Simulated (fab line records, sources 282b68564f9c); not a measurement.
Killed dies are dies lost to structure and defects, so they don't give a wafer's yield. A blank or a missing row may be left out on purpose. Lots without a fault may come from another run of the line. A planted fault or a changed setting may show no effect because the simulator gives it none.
Problem report in the 8D (eight disciplines) form, filled by code | flow rit_cmos | the parts of the form that need people (team, actions taken, sign-off) are left out

1. THE PROBLEM
SILICIDE_TI_RS at RIT_SILICIDE_RS_MEAS_02 reads a mean of 59.4 ohm/sq on 1 wafer of 1 lot; wafers without a fault read 47.7 ohm/sq with a standard deviation of 0.75. That is +16 standard deviations from the usual mean.
The step: measures by four-point-probe.
First seen on wafer L977.4, day 5 19:05, on film_metro-03. The record holds 39 wafers of 13 lots with a number at this step. Rule for "out", or "out of limits": more than 4 standard deviations from the usual mean. The other wafers with a number count as sound.

2. WHAT IT IS AND WHAT IT IS NOT
question                    | is               | is not
which readings at this step | SILICIDE_TI_RS   | -
which lots                  | L977             | L965, L966, L967, L968, L969, L970, L973, L974, L975, L981, L986, L988
which wafers of those lots  | L977.4           | L977.2, L977.6
read on which gauges        | film_metro-03    | film_metro-01, film_metro-02
when                        | from day 5 19:05 | up to then (29 sound wafers); but 9 sound wafers of L981, L986, L988 came after

3. SUSPECTS, AND WHAT RULES EACH OUT
Counting: a tool at a process step up to the reading stays a suspect if it ran every lot that is out. Sound lots after the first of them don't rule it out here, since some wafers of a struck lot are sound.
- the gauge at RIT_SILICIDE_RS_MEAS_02: kept. All the wafers that are out were read on film_metro-03, and no step on other tools shows them out.
- pvd_sputter-02 at RIT_SILICIDE_SPUTTER_01 (material Ti, target thk 30 nm, time 240 s): kept. It ran the lot that is out, L977 (day 5 18:55); its last sound lot up to then is L975 (day 5 04:29).
Left after counting: pvd_sputter-02 at RIT_SILICIDE_SPUTTER_01, film_metro-03 at RIT_SILICIDE_RS_MEAS_02.

4. THE CAUSE (what the simulator had put in)
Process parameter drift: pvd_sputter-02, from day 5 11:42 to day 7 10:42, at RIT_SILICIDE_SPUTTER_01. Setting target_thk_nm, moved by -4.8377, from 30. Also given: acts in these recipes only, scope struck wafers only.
Counting left 2 suspects, and this tool is among them.

5. THE CHAIN OF EFFECTS, in route order
Each row: a reading whose mean over the struck wafers that have a number lies more than 3 standard deviations from the usual. Only readings for which the record gives a usual standard deviation are gone through. hours: the time from each lot's start at the first step in this table that gives one to its start at this step, as a median over the lots. sigmas: the change in usual standard deviations.
hours | step                     | reading         | usual       | on struck wafers | change | sigmas
0     | RIT_SILICIDE_RS_MEAS_02  | SILICIDE_TI_RS  | 47.7 ohm/sq | 59.4             | +11.7  | +16
0     | RIT_SILICIDE_THK_MEAS_03 | SILICIDE_TI_THK | 29.9 nm     | 25.3             | -4.6   | -11
Later measuring or inspecting steps at which every struck wafer that the step has a row for has a number for every such reading, and none has moved that far: RIT_M1_OVL_MEAS_10.

6. WHAT WOULD HAVE CAUGHT IT SOONER
In this record the first reading out of limits at a measuring or inspecting step was taken at day 5 19:05, 7 hours after the fault began at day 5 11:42.
Of the tool readings at RIT_SILICIDE_SPUTTER_01 for which the record gives a usual standard deviation, none was out on any struck wafer, so an alarm limit of 4 standard deviations on them would not have fired.
All the lots that are out (1) had begun RIT_SILICIDE_SPUTTER_01 on pvd_sputter-02 by day 5 19:05. A hold on the tool at that time would have spared none of them.
